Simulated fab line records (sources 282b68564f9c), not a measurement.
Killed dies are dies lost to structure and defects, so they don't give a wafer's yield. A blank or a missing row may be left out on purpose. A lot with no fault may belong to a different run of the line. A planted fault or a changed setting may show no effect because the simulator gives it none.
Lot-split experiment + flow rit_cmos + 5 lots, 23 wafers read, on a route of 202 steps

## THE SPLIT
At RIT_PRETRO_IMPLANT_08, the setting dose_cm2 was moved away from the recipe's 1.2e+13 on 8 of the 23 wafers read, by -6.8% to +6.0%. All remaining wafers had this setting at the recipe value.

## FROM THE SPLIT ON TO THE READING: in between, the file shows 1 step
- RIT_PRETRO_STRIP_09: strips in O2, time 180 s

## THE READING
PRETRO_TW, at RIT_PRETRO_TW_MEAS_10. On this fab line, fault-free wafers typically give 477.6 with a standard deviation of 2.2.

| wafer  | tool, chamber at the split | dose_cm2 as run | against the recipe | PRETRO_TW | against lot-mates on the recipe |
|--------|----------------------------|-----------------|--------------------|-----------|---------------------------------|
| L078.1 | implanter-04, 0            | 1.158e+13       | -3.5%              | 471.4     | -8.2                            |
| L078.2 | implanter-04, 0            | 1.2e+13         | recipe             | 478.3     | -                               |
| L078.3 | implanter-04, 0            | 1.158e+13       | -3.5%              | 470.0     | -9.6                            |
| L078.5 | implanter-04, 0            | 1.158e+13       | -3.5%              | 471.3     | -8.3                            |
| L078.6 | implanter-04, 0            | 1.2e+13         | recipe             | 480.9     | -                               |
| L079.1 | implanter-02, 0            | 1.2e+13         | recipe             | 475.7     | -                               |
| L079.2 | implanter-02, 0            | 1.2e+13         | recipe             | 475.4     | -                               |
| L079.3 | implanter-02, 0            | 1.2e+13         | recipe             | 475.9     | -                               |
| L079.5 | implanter-02, 0            | 1.2e+13         | recipe             | 477.9     | -                               |
| L079.6 | implanter-02, 0            | 1.2e+13         | recipe             | 476.6     | -                               |
| L080.2 | implanter-04, 0            | 1.2e+13         | recipe             | 477.4     | -                               |
| L080.4 | implanter-04, 0            | 1.2e+13         | recipe             | 477.6     | -                               |
| L080.6 | implanter-04, 0            | 1.2e+13         | recipe             | 477.8     | -                               |
| L081.2 | implanter-04, 0            | 1.118e+13       | -6.8%              | 467.9     | -9.4                            |
| L081.3 | implanter-04, 0            | 1.2e+13         | recipe             | 476.7     | -                               |
| L081.4 | implanter-04, 0            | 1.2e+13         | recipe             | 477.9     | -                               |
| L081.5 | implanter-04, 0            | 1.118e+13       | -6.8%              | 466.9     | -10.4                           |
| L081.6 | implanter-04, 0            | 1.118e+13       | -6.8%              | 464.8     | -12.5                           |
| L085.1 | implanter-04, 0            | 1.2e+13         | recipe             | 474.7     | -                               |
| L085.2 | implanter-04, 0            | 1.2e+13         | recipe             | 478.7     | -                               |
| L085.3 | implanter-04, 0            | 1.272e+13       | +6.0%              | 486.4     | +8.5                            |
| L085.4 | implanter-04, 0            | 1.2e+13         | recipe             | 480.2     | -                               |
| L085.5 | implanter-04, 0            | 1.272e+13       | +6.0%              | 488.1     | +10.2                           |

THE FIT
A straight line over all 23 wafers: PRETRO_TW changes by +1.64 for each +1% of dose_cm2; r = +0.96; the points scatter about the line by 1.6.
The same after taking each lot's own level away (the mean of its wafers on the recipe; 23 wafers): +1.68 for each +1%; r = +0.96; scatter 1.6.
Per that fit: largest dose_cm2 move, reading shift of 11.
Across the lots, their own levels run from 476.30 to 479.60, a range of 1.5 times the standard deviation given above.
The two slopes agree, so the slope changes little with the lot-to-lot level.
Check: with one of the wafers moved furthest among these (-6.8%) left out of the fit, the line predicts -12.4 for it against its lot-mates. It came out at -9.4 against them.

## THE OTHER SPLITS THESE WAFERS WENT THROUGH
Before the reading, these wafers also passed through other splits. Each is held against what the fit with the lots' levels taken away leaves over:
| other split on the same wafers   | wafers away from the commonest value | r with PRETRO_TW (lot level and that fit taken away) |
|----------------------------------|--------------------------------------|------------------------------------------------------|
| RIT_ACTIVE_OXIDATION_01 temp_c   | 5                                    | -0.11                                                |
| RIT_ACTIVE_SOFTBAKE_07 temp_c    | 10                                   | +0.48                                                |
| RIT_PWELL_COAT_01 spin_rpm       | 6                                    | -0.04                                                |
| RIT_PWELL_IMPLANT_08 energy_kev  | 8                                    | +0.24                                                |
| RIT_NRETRO_IMPLANT_08 energy_kev | 8                                    | -0.13                                                |

## FILE'S OWN FIT
PRETRO_TW changes by +1.69 for each +1% of dose_cm2, r = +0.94.
